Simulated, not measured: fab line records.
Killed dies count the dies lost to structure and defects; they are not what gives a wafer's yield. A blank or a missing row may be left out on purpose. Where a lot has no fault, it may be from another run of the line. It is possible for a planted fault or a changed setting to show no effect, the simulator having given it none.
The tool behind it: which one? -- flow berkeley-cmos170 -- 42 wafers from 14 lots sampled at 5 of the route's 331 steps

## WHAT THE GAUGES READ, wafer by wafer
UCB170_PWELL_OVL_MEAS_13.
lot,measured,on,PWELL_OVL (nm)
L775,day 3 06:46,overlay-01,5 9 15
L776,day 3 06:50,overlay-01,8 6 4
L777,day 3 10:14,overlay-02,6 11 7
L778,day 3 14:14,overlay-02,7 12 8
L779,day 3 17:32,overlay-01,0 0 -5
L780,day 3 22:04,overlay-01,0 -2 -6
L782,day 4 15:37,overlay-01,1 1 -3
L783,day 5 01:04,overlay-01,7 0 10
L786,day 5 18:31,overlay-02,2 -3 10
L788,day 6 01:10,overlay-01,-2 5 3
L794,day 7 08:37,overlay-01,-8 -4 -2
L795,day 7 08:44,overlay-01,10 7 12
L797,day 7 19:50,overlay-01,1 5 2
L798,day 7 20:02,overlay-01,-2 -2 1

UCB170_PWELL_TW_MEAS_17.
lot,measured,on,PWELL_TW
L775,day 3 07:10,film-metro-04,378.7 381.2 382.1
L776,day 3 07:13,film-metro-01,377.6 378.8 374.9
L777,day 3 10:38,film-metro-04,378.7 380.3 380.4
L778,day 3 14:38,film-metro-04,379.2 377.6 378.7
L779,day 3 17:55,film-metro-04,378.0 379.8 377.6
L780,day 3 22:28,film-metro-04,379.8 378.8 380.8
L782,day 4 16:01,film-metro-02,382.0 379.6 377.8
L783,day 5 01:28,film-metro-04,376.7 376.3 378.1
L786,day 5 18:55,film-metro-02,354.2 353.0 356.1 352.5 352.6 354.4
L788,day 6 01:33,film-metro-04,350.8 352.4 347.6 349.9 351.2 351.1
L794,day 7 09:01,film-metro-02,379.5 378.3 380.0
L795,day 7 09:19,film-metro-02,379.5 380.0 380.2
L797,day 7 20:17,film-metro-04,377.3 378.8 378.0
L798,day 7 20:26,film-metro-04,379.2 376.7 375.9

UCB170_V1_CD_MEAS_12: target cd 700 nm.
lot,measured,on,cd-nm (nm)
L775,day 8 05:17,cd-sem-02,700.4 701.7 700.8
L776,day 8 05:13,cd-sem-01,700.1 699.5 699.4
L777,day 8 17:05,cd-sem-02,699.9 697.9 696.7
L778,day 8 17:07,cd-sem-01,701.9 701.0 702.5
L779,day 8 16:58,cd-sem-02,698.1 697.7 698.5
L780,day 8 18:05,cd-sem-02,701.6 700.6 699.9
L782,day 8 17:58,cd-sem-01,702.0 700.5 700.9
L783,day 9 10:09,cd-sem-02,701.0 700.4 700.4
L786,day 10 01:45,cd-sem-01,699.9 699.7 699.3
L788,day 10 17:22,cd-sem-02,699.0 698.8 699.2
L794,day 12 10:00,cd-sem-01,697.5 698.8 698.4
L795,day 12 10:25,cd-sem-02,699.4 700.0 700.9
L797,day 12 21:20,cd-sem-01,704.4 702.6 703.7
L798,day 12 20:32,cd-sem-01,700.4 701.9 701.0

UCB170_V1_OVL_MEAS_13.
lot,measured,on,V1_OVL (nm)
L775,day 8 05:25,overlay-01,-1 -7 1
L776,day 8 05:20,overlay-02,6 0 11
L777,day 8 17:12,overlay-01,6 6 7
L778,day 8 17:12,overlay-02,-3 -4 3
L779,day 8 17:05,overlay-01,0 -8 0
L780,day 8 18:12,overlay-02,-8 0 -1
L782,day 8 18:02,overlay-01,7 1 8
L783,day 9 10:16,overlay-01,-1 -2 4
L786,day 10 01:50,overlay-01,-1 -7 1
L788,day 10 17:29,overlay-01,2 4 5
L794,day 12 10:07,overlay-02,6 6 4
L795,day 12 10:30,overlay-01,6 6 -2
L797,day 12 21:26,overlay-01,10 10 13
L798,day 12 20:39,overlay-02,-4 2 -3

## TOOL THAT RAN EACH LOT (tool first, then ch and the chambers of the sampled wafers, then the start)
lot,UCB170_PWELL_IMPLANT_15
L775,"implanter-01 ch 0, day 3 06:55"
L776,"implanter-02 ch 0, day 3 06:58"
L777,"implanter-03 ch 0, day 3 10:23"
L778,"implanter-03 ch 0, day 3 14:26"
L779,"implanter-03 ch 0, day 3 17:40"
L780,"implanter-01 ch 0, day 3 22:13"
L782,"implanter-03 ch 0, day 4 15:49"
L783,"implanter-03 ch 0, day 5 01:13"
L786,"implanter-03 ch 0, day 5 18:41"
L788,"implanter-03 ch 0, day 6 01:18"
L794,"implanter-01 ch 0, day 7 08:46"
L795,"implanter-01 ch 0, day 7 09:06"
L797,"implanter-01 ch 0, day 7 20:03"
L798,"implanter-01 ch 0, day 7 20:11"
- UCB170_PWELL_IMPLANT_15

## WHAT THE TOOLS THEMSELVES READ (means of the sampled wafers that have a number; where no wafer has one, the mark that the record gives instead)
UCB170_PWELL_IMPLANT_15.
lot,tool,dose-ions-cm2,faraday-current-uA
L775,implanter-01,5e+12,15.7
L776,implanter-02,5e+12,16.0
L777,implanter-03,5e+12,16.0
L778,implanter-03,5e+12,16.0
L779,implanter-03,5e+12,15.6
L780,implanter-01,5e+12,15.5
L782,implanter-03,5e+12,16.0
L783,implanter-03,5e+12,15.9
L786,implanter-03,4e+12,12.6
L788,implanter-03,4e+12,12.5
L794,implanter-01,5e+12,16.1
L795,implanter-01,5e+12,16.0
L797,implanter-01,5e+12,15.8
L798,implanter-01,5e+12,15.8

## THE ANSWER, worked out from the rows above alone
Rule: the usual values come from the lots themselves. The widest of any qualifying gaps counts: lots, ordered by their means at a reading, are off when they make up no more than a third of the lots, leave a main group of 4 or more, and stand apart from it by 3 or more times the standard deviation of that group's means. A main group is skipped when, at the precision printed for the reading in the tables above, its means are all equal. Also off: a lot with no number at a reading for which 4 or more lots have one. The other lots that the step has rows for count as sound. First the gauges in route order, then the tools' own readings, where a lot's mean is used as printed above. The first step at which some lot is off is used, and at that step the reading that is off furthest; a lot without a number counts as furthest.
Off: L786, L788, seen at UCB170_PWELL_TW_MEAS_17 (PWELL_TW). For the main group the mean is 378.8 and the standard deviation 1.2.
If a tool, at a process step before that reading, ran all the lots that are off and no sound lot after the first of them, it fits. The gauges at UCB170_PWELL_TW_MEAS_17 aren't tried: what is off there is off at UCB170_PWELL_IMPLANT_15 too, on other tools, and a gauge's error can't cause that. One fits: implanter-03 at UCB170_PWELL_IMPLANT_15. A fault onset in the window from L783 (day 5 01:13, its last sound lot) to L786 (day 5 18:41, its first lot off) fits.
The tool's own readings at UCB170_PWELL_IMPLANT_15 bear it out: on the lots that are off they differ by more than 5 times the standard deviation of the sound lots' means. dose-ions-cm2 reads 4e+12 there against 5e+12 on the sound lots; faraday-current-uA reads 12.6 there against 15.9 on the sound lots.

## WHAT THE SIMULATOR HAD INSERTED
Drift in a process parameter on implanter-03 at UCB170_PWELL_IMPLANT_15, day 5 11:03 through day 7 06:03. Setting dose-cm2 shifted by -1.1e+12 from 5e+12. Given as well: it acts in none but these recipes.
Struck lots among those shown: L786, L788. The rule given above showed the same thing.
